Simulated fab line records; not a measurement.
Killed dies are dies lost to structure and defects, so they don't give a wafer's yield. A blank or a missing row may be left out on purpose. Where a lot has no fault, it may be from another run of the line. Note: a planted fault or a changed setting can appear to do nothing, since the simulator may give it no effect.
Problem report in the 8D (eight disciplines) form, filled by code | flow rit-cmos | the parts of the form that need people (team, actions taken, sign-off) are left out

== 1. WHAT WENT WRONG ==
Mean of o2-flow-sccm at RIT_PWELL_STRIP_09: 6008 sccm across 3 wafers in 2 lots; on wafers with no fault it is 4000 sccm (standard deviation 12). That is +99 or more standard deviations from the usual mean.
The step: strips in O2, time 180 s.
Earliest sighting: wafer L284.6 on plasma-asher-03 at day 6 07:29. The record holds 42 wafers of 14 lots with a number at this step. By rule, "out" or "out of limits" means more than 4 standard deviations away from the usual mean. The other wafers with a number count as sound.

== 2. WHAT IT IS; WHAT IT IS NOT ==
question                    | is                     | is not
which readings at this step | o2-flow-sccm           | drypump-motor-current-A
which lots                  | L284, L285             | L263, L264, L266, L267, L268, L269, L270, L272, L273, L275, L283, L286
which wafers of those lots  | L284.6, L285.4, L285.5 | L284.2, L284.4, L285.3
read on which tools         | plasma-asher-03        | plasma-asher-02, plasma-asher-04
when                        | from day 6 07:29       | up to then (35 sound wafers); but 4 sound wafers of L285, L286 came after

== 3. SUSPECTS, AND WHAT RULES EACH OUT ==
Counting: a tool at a process step up to the reading stays a suspect if it ran every lot that is out. Sound lots after the first of them don't rule it out here, since some wafers of a struck lot are sound.
- plasma-asher-03 at RIT_PWELL_STRIP_09 (strips in O2, time 180 s): kept. It ran every lot that is out, first L284 (day 6 07:29); its last sound lot up to then is L283 (day 6 02:22). On those wafers its own readings are out: o2-flow-sccm.
- Within plasma-asher-03 at RIT_PWELL_STRIP_09: the wafers that are out ran in chamber 1; their sound lot-mates ran in chamber 0.
After counting, what remains is plasma-asher-03 at RIT_PWELL_STRIP_09.

== 4. THE CAUSE (what the simulator had put in) ==
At RIT_PWELL_STRIP_09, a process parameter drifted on plasma-asher-03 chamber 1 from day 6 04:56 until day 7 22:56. Setting o2-flow-sccm shifted by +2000 from 4000. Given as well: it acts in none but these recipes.
The count eliminated every tool but this one.

== 5. THE EFFECT CHAIN, in route order ==
One row per reading whose mean, taken over the struck wafers that have a number, lies over 3 standard deviations from the usual. Scope: only readings with a usual standard deviation given in the record; hours: median across lots of the time from each lot's start at the first step in this table that gives one to its start at this step; sigmas: change in usual standard deviations.
hours | step               | reading      | usual     | on struck wafers | change | sigmas
0     | RIT_PWELL_STRIP_09 | o2-flow-sccm | 4000 sccm | 6008             | +2008  | +99 or more
Here are the process steps it includes:
- RIT_PWELL_STRIP_09: strips in O2, time 180 s.

== 6. HOW IT WOULD HAVE BEEN CAUGHT EARLIER ==
First out-of-limits reading in this record: day 6 07:29, which is 3 hours after fault onset at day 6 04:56.
